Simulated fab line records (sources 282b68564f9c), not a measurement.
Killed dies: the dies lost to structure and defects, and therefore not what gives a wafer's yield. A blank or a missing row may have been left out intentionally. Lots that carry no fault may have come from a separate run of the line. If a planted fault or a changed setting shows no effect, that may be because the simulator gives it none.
Struck lot and sound lot, side by side -- flow ritCmos -- 45 steps out of a route of 202
Sound: these wafers, L906.2, L906.3, L906.5. Struck: wafers L914.4, L914.5, L914.6. The cause comes at the end.
Per side, at each step with rows, come the tool, then ch with its chambers, and then its first start. Under that, the readings that differ: sound wafers -- struck wafers -- difference of the means -- sigmas: that difference in standard deviations of wafers without a fault.
alike: readings whose means differ by less than 2 such deviations, and words and numbers that are the same on both sides. not compared: withheld readings, readings that some wafer has no value for, bounds like >300 that may hide the same value, and numbers for which the record gives no deviation and whose values overlap.
Wherever a step has rows on one side only, a row that says differs or no value, or a row with sigmas, the two part there. Numbers that don't overlap but have no deviation are shown without sigmas and don't part them. Lack of a reading on every wafer of one side parts them only where that side has two or more wafers.

first, 4 steps without rows for these wafers: RIT_PLDD_SOFTBAKE_02 (time 60 s); RIT_PLDD_EXPOSE_03 (exposes mask M8, target cd 40900 nm); RIT_PLDD_PEB_04; RIT_PLDD_DEVELOP_05 (develop time 50 s).
RIT_PLDD_OVL_MEAS_06:
  sound on overlay-02, day 4 10:34; struck on overlay-01, day 5 19:03
  alike: PLDD_OVL
then, 2 steps without rows for these wafers: RIT_PLDD_HARDBAKE_07 (time 60 s); RIT_PLDD_IMPLANT_08.
RIT_PLDD_STRIP_09: strips in O2, time 180 s.
  sound on plasmaAsher-04 ch 1, day 4 10:54; struck on plasmaAsher-02 ch 0,1, day 5 19:25
  alike: drypumpMotorCurrentA
  not compared: rfHoursCounterH
RIT_PLDD_TW_MEAS_10:
  sound on filmMetro-02, day 4 11:05; struck on filmMetro-02, day 5 19:34
  alike: PLDD_TW
then, 3 steps without rows for these wafers: RIT_SPACER_CLEAN_00 (cleans in SC1, time 600 s); RIT_SPACER_CLEAN_01 (cleans in dHF, time 30 s); RIT_SPACER_CLEAN_02 (cleans in SC2, time 600 s).
RIT_SPACER_CVD_03: deposits Si3N4 from SiH2Cl2/NH3, target thk 250 nm, time 3300 s.
  sound on lpcvd-02 ch 1, day 4 11:30; struck on lpcvd-02 ch 0, day 5 20:22
reading,sound,struck,difference,sigmas
model.Si3N4_of_SPACER_CVD_03.thkNm (nm),247.7 247.8 248.1,84.5 80.44 79.89,-166.3,
  alike: pressureMtorr, zonePowerLoadPct, zonePowerSourcePct
RIT_SPACER_THK_MEAS_04:
  sound on filmMetro-01, day 4 13:25; struck on filmMetro-04, day 5 22:19
reading,sound,struck,difference,sigmas
SPACER_NITRIDE_THK (nm),247.6 247.8 248.0,84.5 80.4 79.9,-166.2,-83
RIT_SPACER_ETCHBACK_05: etches Si3N4 in SF6/CHF3, stops on SiO2, target depth 250 nm, time 240 s.
  sound on rieDiel-04 ch 0,2,3, day 4 13:28; struck on rieDiel-03 ch 0,3, day 5 22:21
reading,sound,struck,difference,sigmas
oesProductAu (a.u.),0.856 0.846 0.854,0.443 0.427 0.437,-0.416,-30
throttleValvePct (%),10.23 10.34 10.34,10.05 10.17 10.04,-0.22,-2
model.etch.depthNm (nm),247.7 247.8 248.1,84.5 80.44 79.89,-166.3,
  alike: drypumpMotorCurrentA
  not compared: rfHoursCounterH
then, 6 steps without rows for these wafers: RIT_NSD_HMDS_00 (prime time 60 s); RIT_NSD_COAT_01 (resist thk 1000 nm); RIT_NSD_SOFTBAKE_02 (time 60 s); RIT_NSD_EXPOSE_03 (exposes mask M9, target cd 40700 nm); RIT_NSD_PEB_04; RIT_NSD_DEVELOP_05 (develop time 50 s).
RIT_NSD_OVL_MEAS_06:
  sound on overlay-02, day 4 14:29; struck on overlay-02, day 5 23:29
  alike: NSD_OVL
then, 2 steps without rows for these wafers: RIT_NSD_HARDBAKE_07 (time 60 s); RIT_NSD_IMPLANT_08.
RIT_NSD_STRIP_09: strips in O2, time 180 s.
  sound on plasmaAsher-02 ch 0, day 4 14:49; struck on plasmaAsher-02 ch 0,1, day 5 23:52
  alike: drypumpMotorCurrentA
  not compared: rfHoursCounterH
RIT_NSD_TW_MEAS_10:
  sound on filmMetro-01, day 4 14:59; struck on filmMetro-01, day 6 00:01
  alike: NSD_TW
then, 6 steps without rows for these wafers: RIT_PSD_HMDS_00 (prime time 60 s); RIT_PSD_COAT_01 (resist thk 1000 nm); RIT_PSD_SOFTBAKE_02 (time 60 s); RIT_PSD_EXPOSE_03 (exposes mask M10, target cd 40900 nm); RIT_PSD_PEB_04; RIT_PSD_DEVELOP_05 (develop time 50 s).
RIT_PSD_OVL_MEAS_06:
  sound on overlay-01, day 4 16:18; struck on overlay-01, day 6 01:02
  alike: PSD_OVL
then, 2 steps without rows for these wafers: RIT_PSD_HARDBAKE_07 (time 60 s); RIT_PSD_IMPLANT_08.
RIT_PSD_STRIP_09: strips in O2, time 180 s.
  sound on plasmaAsher-04 ch 1, day 4 16:45; struck on plasmaAsher-04 ch 0,1, day 6 01:25
  alike: drypumpMotorCurrentA
  not compared: rfHoursCounterH
RIT_PSD_TW_MEAS_10:
  sound on filmMetro-01, day 4 16:56; struck on filmMetro-02, day 6 01:34
  alike: PSD_TW
then, 3 steps without rows for these wafers: RIT_SDANNEAL_CLEAN_00 (cleans in SC1, time 600 s); RIT_SDANNEAL_CLEAN_01 (cleans in dHF, time 30 s); RIT_SDANNEAL_CLEAN_02 (cleans in SC2, time 600 s).
RIT_SDANNEAL_RTA_03: time 5 s.
  sound on rtpAnneal-01 ch 0, day 4 17:22; struck on rtpAnneal-01 ch 0, day 6 01:59
  alike: wafer_temp_C_max
RIT_SDANNEAL_RS_MEAS_04: a four-point-probe measurement.
  sound on filmMetro-01, day 4 17:28; struck on filmMetro-01, day 6 02:04
  alike: PSD_RS
RIT_SILICIDE_WET_ETCH_00: etches SiO2 in BOE, target depth 14 nm, time 15 s.
  sound on wetBench-02 ch 3, day 4 17:56; struck on wetBench-04 ch 2, day 6 02:29
reading,sound,struck,difference,sigmas
model.Si3N4_of_SPACER_CVD_03.thkNm (nm),193 192 192.7,65.35 62.23 61.75,-129.46,
  alike: bathHeatDutyPct
RIT_M1_BOW_MEAS_16:
  sound on filmMetro-02, day 5 00:52; struck on filmMetro-01, day 6 09:20
  alike: M1_BOW
RIT_M1_PROBE_99:
  sound on prober-02, day 5 01:01; struck on prober-02, day 6 09:32
reading,sound,struck,difference,sigmas
model.etest.pldd.rsOhmSq,476.7 491.7 480.6,179.8 148.4 139,-327.3,
model.etest.nldd.rsOhmSq,368.3 377 374.1,141.4 121.1 114.5,-247.5,
model.etest.nplusSal.widthNm (nm),3460 3476 3450,3693 3697 3678,+227,
model.etest.pplusSal.widthNm (nm),3443 3458 3457,3662 3685 3673,+221,
model.etest.nldd.widthNm (nm),3204 3169 3195,3343 3351 3341,+156,
model.etest.pldd.widthNm (nm),3184 3173 3193,3336 3351 3348,+162,
model.etest.pwellPinched.rsOhmSq,455.4 453 451,586.9 577.3 586.2,+130.3,
model.etest.pldd.lineOhmUm,148.9 156.9 148.6,53.34 45.08 41.83,-104.72,

== WHERE THEY PART ==
Earliest at RIT_SPACER_THK_MEAS_04; latest, in this record, at RIT_SPACER_ETCHBACK_05. Later steps at which nothing parts them and some readings are alike: RIT_NSD_OVL_MEAS_06, RIT_NSD_STRIP_09, RIT_NSD_TW_MEAS_10, RIT_PSD_OVL_MEAS_06, RIT_PSD_STRIP_09, RIT_PSD_TW_MEAS_10, RIT_SDANNEAL_RTA_03, RIT_SDANNEAL_RS_MEAS_04, RIT_SILICIDE_WET_ETCH_00, RIT_M1_BOW_MEAS_16.

WHY: the cause the simulator had injected
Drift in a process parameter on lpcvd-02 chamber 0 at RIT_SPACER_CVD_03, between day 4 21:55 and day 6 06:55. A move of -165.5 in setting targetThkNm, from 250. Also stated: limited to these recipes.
